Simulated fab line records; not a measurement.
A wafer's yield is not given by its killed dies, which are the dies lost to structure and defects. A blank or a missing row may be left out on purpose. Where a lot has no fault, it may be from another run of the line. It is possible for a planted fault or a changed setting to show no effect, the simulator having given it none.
What tool caused it? || flow ritCmos || 39 wafers from 13 lots sampled at 4 of the route's 202 steps

WHAT EACH GAUGE READ, for each wafer
RIT_NSD_OVL_MEAS_06.
{"lot": "L243", "measured": "day 3 04:48", "on": "overlay-02", "NSD_OVL (nm)": "-1.1 -2.6 -2.4"}
{"lot": "L247", "measured": "day 3 19:55", "on": "overlay-02", "NSD_OVL (nm)": "-1.9 -1.3 -1.1"}
{"lot": "L248", "measured": "day 4 00:25", "on": "overlay-01", "NSD_OVL (nm)": "-0.9 -0.6 -2.0"}
{"lot": "L249", "measured": "day 4 05:15", "on": "overlay-02", "NSD_OVL (nm)": "- - -"}
{"lot": "L250", "measured": "day 4 09:05", "on": "overlay-02", "NSD_OVL (nm)": "-0.6 -1.1 0.2"}
{"lot": "L256", "measured": "day 5 16:55", "on": "overlay-02", "NSD_OVL (nm)": "-0.5 -4.3 -3.8"}
{"lot": "L259", "measured": "day 6 06:50", "on": "overlay-01", "NSD_OVL (nm)": "-1.2 -3.1 -2.4"}
{"lot": "L260", "measured": "day 6 12:05", "on": "overlay-02", "NSD_OVL (nm)": "-1.2 -2.1 -0.6"}
{"lot": "L261", "measured": "day 6 16:38", "on": "overlay-01", "NSD_OVL (nm)": "-0.4 -0.5 -0.7"}
{"lot": "L262", "measured": "day 6 22:23", "on": "overlay-02", "NSD_OVL (nm)": "-0.6 -2.0 -0.4"}
{"lot": "L264", "measured": "day 7 07:13", "on": "overlay-01", "NSD_OVL (nm)": "0.6 0.5 0.4"}
{"lot": "L265", "measured": "day 7 12:59", "on": "overlay-02", "NSD_OVL (nm)": "-2.8 -0.3 0.2"}
{"lot": "L266", "measured": "day 7 18:07", "on": "overlay-01", "NSD_OVL (nm)": "-0.7 -1.1 -0.7"}

RIT_NSD_TW_MEAS_10.
{"lot": "L243", "measured": "day 3 05:19", "on": "filmMetro-04", "NSD_TW": "3136 3125 3125"}
{"lot": "L247", "measured": "day 3 20:26", "on": "filmMetro-03", "NSD_TW": "3099 3099 3113"}
{"lot": "L248", "measured": "day 4 00:56", "on": "filmMetro-04", "NSD_TW": "3128 3123 3131"}
{"lot": "L249", "measured": "day 4 05:46", "on": "filmMetro-04", "NSD_TW": "30 30 30"}
{"lot": "L250", "measured": "day 4 09:35", "on": "filmMetro-01", "NSD_TW": "3128 3134 3126"}
{"lot": "L256", "measured": "day 5 17:26", "on": "filmMetro-04", "NSD_TW": "3137 3136 3139"}
{"lot": "L259", "measured": "day 6 07:21", "on": "filmMetro-04", "NSD_TW": "3129 3142 3142"}
{"lot": "L260", "measured": "day 6 12:36", "on": "filmMetro-04", "NSD_TW": "3121 3117 3119"}
{"lot": "L261", "measured": "day 6 17:08", "on": "filmMetro-04", "NSD_TW": "3117 3129 3106"}
{"lot": "L262", "measured": "day 6 22:55", "on": "filmMetro-03", "NSD_TW": "3110 3091 3092"}
{"lot": "L264", "measured": "day 7 07:44", "on": "filmMetro-04", "NSD_TW": "3127 3119 3113"}
{"lot": "L265", "measured": "day 7 13:30", "on": "filmMetro-03", "NSD_TW": "3101 3106 3106"}
{"lot": "L266", "measured": "day 7 18:37", "on": "filmMetro-01", "NSD_TW": "3117 3109 3120"}

RIT_PSD_TW_MEAS_10.
{"lot": "L243", "measured": "day 3 06:53", "on": "filmMetro-03", "PSD_TW": "3404 3405 3390"}
{"lot": "L247", "measured": "day 3 21:58", "on": "filmMetro-03", "PSD_TW": "3408 3423 3402"}
{"lot": "L248", "measured": "day 4 02:28", "on": "filmMetro-01", "PSD_TW": "3452 3438 3455"}
{"lot": "L249", "measured": "day 4 07:11", "on": "filmMetro-01", "PSD_TW": "3634 3638 3648"}
{"lot": "L250", "measured": "day 4 11:08", "on": "filmMetro-01", "PSD_TW": "3443 3449 3433"}
{"lot": "L256", "measured": "day 5 19:02", "on": "filmMetro-04", "PSD_TW": "3439 3425 3426"}
{"lot": "L259", "measured": "day 6 08:46", "on": "filmMetro-01", "PSD_TW": "3389 3445 3408"}
{"lot": "L260", "measured": "day 6 14:01", "on": "filmMetro-04", "PSD_TW": "3423 3426 3440"}
{"lot": "L261", "measured": "day 6 18:34", "on": "filmMetro-01", "PSD_TW": "3415 3415 3408"}
{"lot": "L262", "measured": "day 7 00:20", "on": "filmMetro-03", "PSD_TW": "3419 3433 3432"}
{"lot": "L264", "measured": "day 7 09:17", "on": "filmMetro-01", "PSD_TW": "3437 3436 3441"}
{"lot": "L265", "measured": "day 7 14:56", "on": "filmMetro-03", "PSD_TW": "3411 3408 3405"}
{"lot": "L266", "measured": "day 7 20:10", "on": "filmMetro-04", "PSD_TW": "3432 3409 3418"}

WHAT TOOL EACH LOT RAN ON (gives the tool, then ch and the chambers of the sampled wafers, and finally the start)
{"lot": "L243", "RIT_NSD_EXPOSE_03": "ilineStepper-02 ch 0, day 3 04:24"}
{"lot": "L247", "RIT_NSD_EXPOSE_03": "ilineStepper-01 ch 0, day 3 19:31"}
{"lot": "L248", "RIT_NSD_EXPOSE_03": "ilineStepper-01 ch 0, day 4 00:01"}
{"lot": "L249", "RIT_NSD_EXPOSE_03": "ilineStepper-02 ch 0, day 4 04:52"}
{"lot": "L250", "RIT_NSD_EXPOSE_03": "ilineStepper-01 ch 0, day 4 08:41"}
{"lot": "L256", "RIT_NSD_EXPOSE_03": "ilineStepper-01 ch 0, day 5 16:32"}
{"lot": "L259", "RIT_NSD_EXPOSE_03": "ilineStepper-02 ch 0, day 6 06:26"}
{"lot": "L260", "RIT_NSD_EXPOSE_03": "ilineStepper-02 ch 0, day 6 11:41"}
{"lot": "L261", "RIT_NSD_EXPOSE_03": "ilineStepper-02 ch 0, day 6 16:14"}
{"lot": "L262", "RIT_NSD_EXPOSE_03": "ilineStepper-02 ch 0, day 6 21:59"}
{"lot": "L264", "RIT_NSD_EXPOSE_03": "ilineStepper-01 ch 0, day 7 06:50"}
{"lot": "L265", "RIT_NSD_EXPOSE_03": "ilineStepper-02 ch 0, day 7 12:27"}
{"lot": "L266", "RIT_NSD_EXPOSE_03": "ilineStepper-01 ch 0, day 7 17:43"}
- RIT_NSD_EXPOSE_03: exposes mask M9, target cd 40700 nm.

WHAT THE TOOLS THEMSELVES READ (means of the sampled wafers that have a number; where no wafer has one, the mark that the record gives instead)
The record holds no such reading with a usual standard deviation.

THE ANSWER, worked out from the rows above alone
Rule: usual is defined by the lots themselves. Put in order of their means at a reading, lots are off if they are a third of the lots or fewer, leave a main group of 4 or more, and stand apart from it by a gap of 3 or more times the standard deviation of the main group's means; of several such gaps the widest counts. The tables above print the reading to a certain number of digits; a main group whose means all agree to those digits is not used. A lot without any number at a reading at which 4 lots or more have one is off too. Where the step has rows for the other lots, those lots are counted as sound. After the gauges, taken in route order, come the tools' own readings; for these a lot's mean is taken, as printed above. The first step at which some lot is off is used, and at that step the reading that is off furthest; a lot without a number counts as furthest.
Off: L249, seen at RIT_NSD_OVL_MEAS_06 (NSD_OVL). Without a number there: L249. Main group: mean -1.2 nm, sd 0.85.
If a tool, at a process step before that reading, ran all the lots that are off and no sound lot after the first of them, it fits. The gauges at RIT_NSD_OVL_MEAS_06 aren't tried: what is off there is off at RIT_NSD_TW_MEAS_10 too, on other tools, and a gauge's error can't cause that. Of those tried, none fits.

WHAT WAS PUT IN BY THE SIMULATOR
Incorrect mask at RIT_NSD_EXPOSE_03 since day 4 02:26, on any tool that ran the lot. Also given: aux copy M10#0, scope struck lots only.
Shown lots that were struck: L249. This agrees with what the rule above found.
